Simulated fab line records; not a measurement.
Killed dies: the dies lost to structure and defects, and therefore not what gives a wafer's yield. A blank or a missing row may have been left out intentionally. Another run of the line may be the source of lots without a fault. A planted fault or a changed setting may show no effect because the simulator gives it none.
Struck lot and sound lot, side by side	flow berkeley-cmos170	18 out of 331 route steps
Sound: wafers L913.2, L913.4, L913.5. Struck: wafers L911.4, L911.5, L911.6. The cause is given at the end.
Order at every step that has rows: each side's tool, ch and its chambers, its first start. Under that, the readings that differ: sound wafers	struck wafers	difference of the means	sigmas: that difference in standard deviations of wafers without a fault.
alike: a reading whose means differ by less than 2 such deviations, as well as words and numbers matching on both sides. not compared: withheld readings; readings where some wafer has no value; bounds like >300 that might hide an equal value; numbers whose values overlap and for which the record gives no deviation.
A row with sigmas, a row that says differs or no value, or rows on one side alone: a step with any of these is where the two part. When numbers do not overlap yet have no deviation, they are printed without sigmas and do not part them. A reading missing from all wafers of one side parts the sides only when that side holds two or more wafers.

first, 2 steps without rows for these wafers: UCB170_GATE_PEB_10; UCB170_GATE_DEVELOP_11 (develop time 45 s).
UCB170_GATE_CD_MEAS_12: the cd target is 350 nm.
  sound: cd-sem-01 at day 9 15:32; struck: cd-sem-02 at day 9 08:06
  alike: cd-nm
UCB170_GATE_OVL_MEAS_13:
  sound: overlay-01 at day 9 15:38; struck: overlay-02 at day 9 08:11
  alike: GATE_OVL
UCB170_GATE_ETCH_14: etches BARC in N2/H2.
  sound on rie-diel-04 ch 1,2,3, day 9 15:40; struck on rie-diel-03 ch 0,2,3, day 9 08:13
  alike: drypump-motor-current-A, oes-product-au, throttle-valve-pct
UCB170_GATE_ETCH_15: etches poly-Si in HBr/Cl2, stops on SiO2, time 56.3 s, target depth 278.2 nm.
  sound on rie-si-01 ch 1,2, day 9 15:43; struck on rie-si-01 ch 0,1, day 9 08:14
  alike: drypump-motor-current-A, oes-product-au, throttle-valve-pct
  not compared: rf-hours-counter-h
UCB170_GATE_STRIP_16: strips in O2.
  sound on plasma-asher-01 ch 0, day 9 15:46; struck on plasma-asher-01 ch 0,1, day 9 08:19
  alike: drypump-motor-current-A, o2-flow-sccm, oes-product-au
  not compared: rf-hours-counter-h
UCB170_GATE_CD_MEAS_90: the cd target is 350 nm.
  sound: cd-sem-01 at day 9 16:08; struck: cd-sem-01 at day 9 08:27
  alike: cd-nm
then, 4 steps without rows for these wafers: UCB170_GATE_CLEAN_17 (cleans in SPM, time 600 s); UCB170_PLDD_HMDS_00 (prime time 60 s); UCB170_PLDD_COAT_01 (resist thk 900 nm); UCB170_PLDD_SOFTBAKE_02 (time 60 s).
UCB170_PLDD_EXPOSE_03: exposes mask PSELECT, target cd 1200 nm.
  sound on krf-scanner-02 ch 0, day 9 16:55; struck on krf-scanner-01 ch 0, day 9 12:26
reading	sound	struck	difference	sigmas
model.PLDD.overlay-x-nm (nm)	2.574 2.574 2.574	318.8 318.8 318.8	+316.2	
  alike: mask, reticle-temp-C
then, 2 steps without rows for these wafers: UCB170_PLDD_PEB_04; UCB170_PLDD_DEVELOP_05 (develop time 45 s).
UCB170_PLDD_CD_MEAS_06: the cd target is 1200 nm.
  sound: cd-sem-01 at day 9 17:41; struck: cd-sem-02 at day 9 12:51
  alike: cd-nm
UCB170_PLDD_OVL_MEAS_07:
  sound: overlay-02 at day 9 17:48; struck: overlay-01 at day 9 13:08
reading	sound	struck	difference	sigmas
PLDD_OVL (nm)	10 16 9	322 319 322	+309	+53
  not compared: hold
UCB170_M3_PROBE_99:
  the record holds rows for the sound wafers here (prober-01, day 11 08:53) but none for the struck ones

WHERE THEY PART
Earliest at UCB170_PLDD_OVL_MEAS_07; latest, in this record, at UCB170_M3_PROBE_99.

WHY: the cause the simulator had injected
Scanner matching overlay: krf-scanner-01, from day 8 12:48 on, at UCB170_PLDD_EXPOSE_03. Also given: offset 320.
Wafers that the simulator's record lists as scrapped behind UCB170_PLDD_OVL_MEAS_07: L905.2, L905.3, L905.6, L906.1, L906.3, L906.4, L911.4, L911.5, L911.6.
